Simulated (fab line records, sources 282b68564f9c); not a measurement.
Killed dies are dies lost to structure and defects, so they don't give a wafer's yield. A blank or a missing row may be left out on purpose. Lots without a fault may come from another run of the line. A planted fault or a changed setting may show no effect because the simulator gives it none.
Which tool did it? | flow rit_cmos | 14 lots, 42 wafers sampled, at 2 steps of a route of 202

WHAT THE GAUGES READ, wafer by wafer
RIT_FOX1_THK_MEAS_01.
lot  | measured    | on            | FOX1_OXIDE_THK (nm)
L803 | day 1 17:38 | film_metro-04 | 335 341 344
L804 | day 1 21:49 | film_metro-03 | 350 348 346
L805 | day 2 04:23 | film_metro-02 | 345 352 338
L806 | day 2 08:29 | film_metro-02 | 354 349 355
L807 | day 2 14:40 | film_metro-02 | 334 335 340
L808 | day 2 18:00 | film_metro-04 | 358 361 356
L810 | day 3 03:59 | film_metro-04 | 346 348 349
L811 | day 3 09:35 | film_metro-04 | 354 351 348
L814 | day 4 01:02 | film_metro-03 | 353 344 348
L817 | day 4 19:16 | film_metro-03 | 350 349 347
L818 | day 4 22:14 | film_metro-03 | 341 342 343
L819 | day 5 01:40 | film_metro-04 | 357 353 354
L823 | day 5 21:31 | film_metro-04 | 333 338 333
L825 | day 6 08:11 | film_metro-03 | 346 351 345

RIT_GATE_CD_MEAS_16: target cd 150 nm.
lot  | measured    | on        | cd_nm (nm)
L803 | day 2 12:22 | cd_sem-01 | 152.1 152.9 153.9
L804 | day 2 17:05 | cd_sem-02 | 149.0 150.3 148.6
L805 | day 3 00:21 | cd_sem-02 | 149.1 146.6 146.3
L806 | day 3 04:38 | cd_sem-02 | 153.8 153.5 151.5
L807 | day 3 09:47 | cd_sem-02 | 148.0 150.1 152.8
L808 | day 3 13:39 | cd_sem-01 | 147.8 150.4 150.0
L810 | day 4 00:06 | cd_sem-02 | 152.2 152.5 151.4
L811 | day 4 12:17 | cd_sem-02 | 148.5 146.2 147.7
L814 | day 4 23:52 | cd_sem-02 | 148.6 146.2 148.8
L817 | day 5 16:34 | cd_sem-02 | 149.9 151.6 154.2
L818 | day 5 20:32 | cd_sem-02 | 144.2 145.2 144.5
L819 | day 5 23:45 | cd_sem-01 | 150.8 152.9 151.4
L823 | day 6 16:40 | cd_sem-02 | 151.0 151.2 151.6
L825 | day 7 04:43 | cd_sem-02 | 147.4 147.5 147.2

WHICH TOOL RAN EACH LOT (tool, then ch and the chambers of the sampled wafers, then the start)
The record holds no process step before these readings.

WHAT THE TOOLS THEMSELVES READ (means of the sampled wafers that have a number; where no wafer has one, the mark that the record gives instead)
The record holds no such reading with a usual standard deviation.

THE ANSWER, worked out from the rows above alone
Rule: what is usual is taken from the lots themselves. Put in order of their means at a reading, lots are off if they are a third of the lots or fewer, leave a main group of 4 or more, and stand apart from it by a gap of 3 or more times the standard deviation of the main group's means; of several such gaps the widest counts. A main group whose means are all the same, to the digits that the tables above print for the reading, isn't used. A lot without any number at a reading at which 4 lots or more have one is off too. The other lots that the step has rows for count as sound. The gauges are gone through in route order, then the tools' own readings, and for those a lot's mean is taken as printed above. The first step at which some lot is off is used, and at that step the reading that is off furthest; a lot without a number counts as furthest.
No lot is off at any reading shown: from this, nothing can be told.

WHAT THE SIMULATOR HAD PUT IN
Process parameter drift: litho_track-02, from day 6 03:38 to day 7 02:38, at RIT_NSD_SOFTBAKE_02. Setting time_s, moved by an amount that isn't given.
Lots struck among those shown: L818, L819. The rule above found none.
